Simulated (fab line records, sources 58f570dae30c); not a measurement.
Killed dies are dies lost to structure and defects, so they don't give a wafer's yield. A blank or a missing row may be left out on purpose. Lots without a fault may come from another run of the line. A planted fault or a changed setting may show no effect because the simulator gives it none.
One fault seen from 2 desks | flow berkeley_cmos170 | each desk has only its own numbers; what lay behind them comes last

THE METROLOGY DESK
What the gauges read, lot by lot, whatever tool the lot ran on: means of the sampled wafers that have a number. A lot is out of limits, marked OUT, if its mean lies more than 4 standard deviations from the usual mean; the brackets give that distance.
Columns: A = PSD_OVL at UCB170_PSD_OVL_MEAS_07, usual -2 nm; B = cd_nm at UCB170_CONTACT_CD_MEAS_15, usual 700.1 nm; C = M2_AL_THK at UCB170_M2_THK_MEAS_03, usual 905 nm
lot  | first seen here | A  | B                | C
L343 | day 6 09:20     | -1 | 701.6            | 915
L347 | day 7 02:32     | -4 | 700.8            | 905
L346 | day 7 02:49     | -6 | 700.3            | 913
L348 | day 7 14:44     | -3 | 700.4            | 897
L349 | day 7 14:51     | 2  | 699.5            | 892
L350 | day 8 04:12     | -4 | 700.0            | 902
L352 | day 8 17:10     | -9 | 701.6            | 920
L358 | day 9 07:56     | 5  | 700.5            | 898
L357 | day 9 08:14     | 0  | 704.6            | 910
L359 | day 9 17:10     | -8 | 702.0            | 907
L360 | day 10 05:36    | 1  | 702.3            | 909
L361 | day 10 05:52    | -4 | 705.9 (+4.1) OUT | 897
L363 | day 10 21:01    | -3 | 700.8            | 909
L362 | day 10 21:18    | 5  | 700.6            | 902
L366 | day 11 19:43    | 1  | 700.9            | 897
This desk's finding: out of limits on L361; first on L361, day 10 15:36 (cd_nm at UCB170_CONTACT_CD_MEAS_15). In limits: L343, L347, L346, L348, L349, L350, L352, L358, L357, L359, L360, L363, L362, L366.

THE TOOL OWNER'S DESK: litho_track-04
The tool's own readings at UCB170_CONTACT_SOFTBAKE_11 (time 60 s): means of the sampled wafers that have a number, for each lot that ran on this tool. A lot is out of limits, marked OUT, if its mean lies more than 4 standard deviations from the usual mean; the brackets give that distance.
Columns: A = heater_power_total_W at UCB170_CONTACT_SOFTBAKE_11, usual 56.81 W; B = plate_temp_C at UCB170_CONTACT_SOFTBAKE_11, usual 129.95 C
lot  | first seen here | A               | B
L347 | day 7 10:00     | 56.79           | 129.80
L346 | day 7 12:00     | 56.80           | 129.90
L349 | day 7 23:00     | 56.79           | 129.93
L350 | day 8 11:00     | 56.81           | 129.78
L357 | day 9 21:00     | 57.68 (+19) OUT | 131.65 (+12) OUT
L359 | day 10 02:00    | 57.74 (+21) OUT | 131.48 (+11) OUT
L361 | day 10 14:00    | 57.71 (+20) OUT | 131.54 (+11) OUT
This desk's finding: out of limits on L357, L359, L361; first on L357, day 9 21:00 (heater_power_total_W at UCB170_CONTACT_SOFTBAKE_11). In limits: L347, L346, L349, L350.

PUT TOGETHER
The tool owner's desk could have raised an alarm at day 9 21:00, on L357, L359, L361.
The metrology desk could have raised an alarm at day 10 15:36, on L361.
The metrology desk has L357, L359 on record, within its limits.
Of the lots named, all ran UCB170_CONTACT_SOFTBAKE_11 on litho_track-04.

WHAT THE SIMULATOR HAD PUT IN
Process parameter drift: litho_track-04, from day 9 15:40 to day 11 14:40, at UCB170_CONTACT_SOFTBAKE_11. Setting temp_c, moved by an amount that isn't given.
Lots struck among those shown: L357, L359, L361.
Hours from the fault's start to each desk's first reading out of limits: the tool owner's desk, 5; the metrology desk, 24.
